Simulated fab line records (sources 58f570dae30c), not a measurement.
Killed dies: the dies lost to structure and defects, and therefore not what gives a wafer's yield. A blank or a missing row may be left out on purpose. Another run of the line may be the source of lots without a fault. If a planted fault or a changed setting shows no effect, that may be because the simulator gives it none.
Check for tools in common	flow berkeley cmos170	Sample size 14 lots and 41 wafers

## WHY THIS WAS OPENED
UCB170_V2_THK_MEAS_01, reading V2_TEOS_THK: flagged on 2 of 14 lots. Fault-free wafers read 2009 nm, with a standard deviation of 28.
Rule: a lot is flagged when every wafer of it that has a number lies more than 4 standard deviations from that mean, or none has a number. The rest of the lots are taken to be sound.

lot	measured	on	V2_TEOS_THK (nm), wafer by wafer	flag
L211	day 7 12:52	film metro-02	1955 1992 1995	
L213	day 7 22:46	film metro-02	2002 1994 2020	
L214	day 7 23:15	film metro-04	1995 2013 2033	
L216	day 8 12:38	film metro-04	1976 1943 2016	
L217	day 8 21:35	film metro-02	1952 1969 2003	
L218	day 9 02:28	film metro-03	2004 2042 2049	
L220	day 9 17:52	film metro-03	1978 2027 2059	
L223	day 10 01:38	film metro-04	2009 2008 2045	
L224	day 10 07:49	film metro-04	2659 2703	FLAGGED
L226	day 10 22:20	film metro-04	2664 2703 2673	FLAGGED
L229	day 11 10:30	film metro-02	1974 2024 2000	
L231	day 12 09:02	film metro-02	2015 1985 2001	
L232	day 12 17:04	film metro-04	1974 1981 2031	
L233	day 12 17:20	film metro-03	1993 2038 2040	
The numbers of the flagged lots are 2680 nm on average: +671 nm against the usual, or +24 standard deviations.

## WHICH TOOL EACH LOT WENT THROUGH
The record keeps 1 process step preceding the reading, out of 331 steps on the route. In each cell: the tool, then ch and the chambers that the sampled wafers went through, then the start.
lot	flag	UCB170_V2_CVD_00
L211		pecvd-03 ch 1,2, day 7 12:41
L213		pecvd-03 ch 0,1,2, day 7 22:36
L214		pecvd-01 ch 0,1, day 7 23:05
L216		pecvd-03 ch 0,1,2, day 8 12:28
L217		pecvd-03 ch 1,2, day 8 21:25
L218		pecvd-01 ch 0,1, day 9 02:13
L220		pecvd-02 ch 0,1,2, day 9 17:42
L223		pecvd-02 ch 0,1,2, day 10 01:28
L224	FLAGGED	pecvd-02 ch 1,2, day 10 07:38
L226	FLAGGED	pecvd-02 ch 1,2, day 10 22:10
L229		pecvd-01 ch 1,2, day 11 10:19
L231		pecvd-03 ch 0,1,2, day 12 08:52
L232		pecvd-01 ch 0,1,2, day 12 16:55
L233		pecvd-03 ch 0,1,2, day 12 17:10
What is done by these steps:
- UCB170_V2_CVD_00: deposits SiO2 from TEOS/O2, target thk 2000 nm, time 250 s.
- UCB170_V2_THK_MEAS_01

## FLAGGED AGAINST TOTAL, ONE TOOL AT A TIME (gauges that did the reading follow at the end)
step	tool	lots run	flagged	share of the flagged lots	sound lots run after its first flagged lot
UCB170_V2_CVD_00	pecvd-01	4	0	none	-
UCB170_V2_CVD_00	pecvd-02	4	2	all	0
UCB170_V2_CVD_00	pecvd-03	6	0	none	-
UCB170_V2_THK_MEAS_01	film metro-02	5	0	none	-
UCB170_V2_THK_MEAS_01	film metro-03	3	0	none	-
UCB170_V2_THK_MEAS_01	film metro-04	6	2	all	1 (L232)

## WHAT IS ALLOWED BY THE TABLE
Table rows that saw every flagged lot: 2, namely pecvd-02 at UCB170_V2_CVD_00 and film metro-04 at UCB170_V2_THK_MEAS_01.
- pecvd-02 at UCB170_V2_CVD_00 ran 4 lots, 2 of them flagged. Its last sound lot is L223 (day 10 01:28), its first flagged lot L224 (day 10 07:38): a fault that began between those two fits.
- film metro-04 at UCB170_V2_THK_MEAS_01 ran 6 lots, 2 of them flagged. Sound lots ran on it after the first flagged one (L232), which a lasting fault on the whole tool wouldn't allow.
pecvd-02 at UCB170_V2_CVD_00 is the single tool remaining.

## WHAT HAD BEEN PUT IN BY THE SIMULATOR
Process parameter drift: pecvd-02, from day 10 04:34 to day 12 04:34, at UCB170_V2_CVD_00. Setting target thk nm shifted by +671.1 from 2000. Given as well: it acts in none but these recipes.
Struck lots among those shown: L224, L226. The rule above found the same.
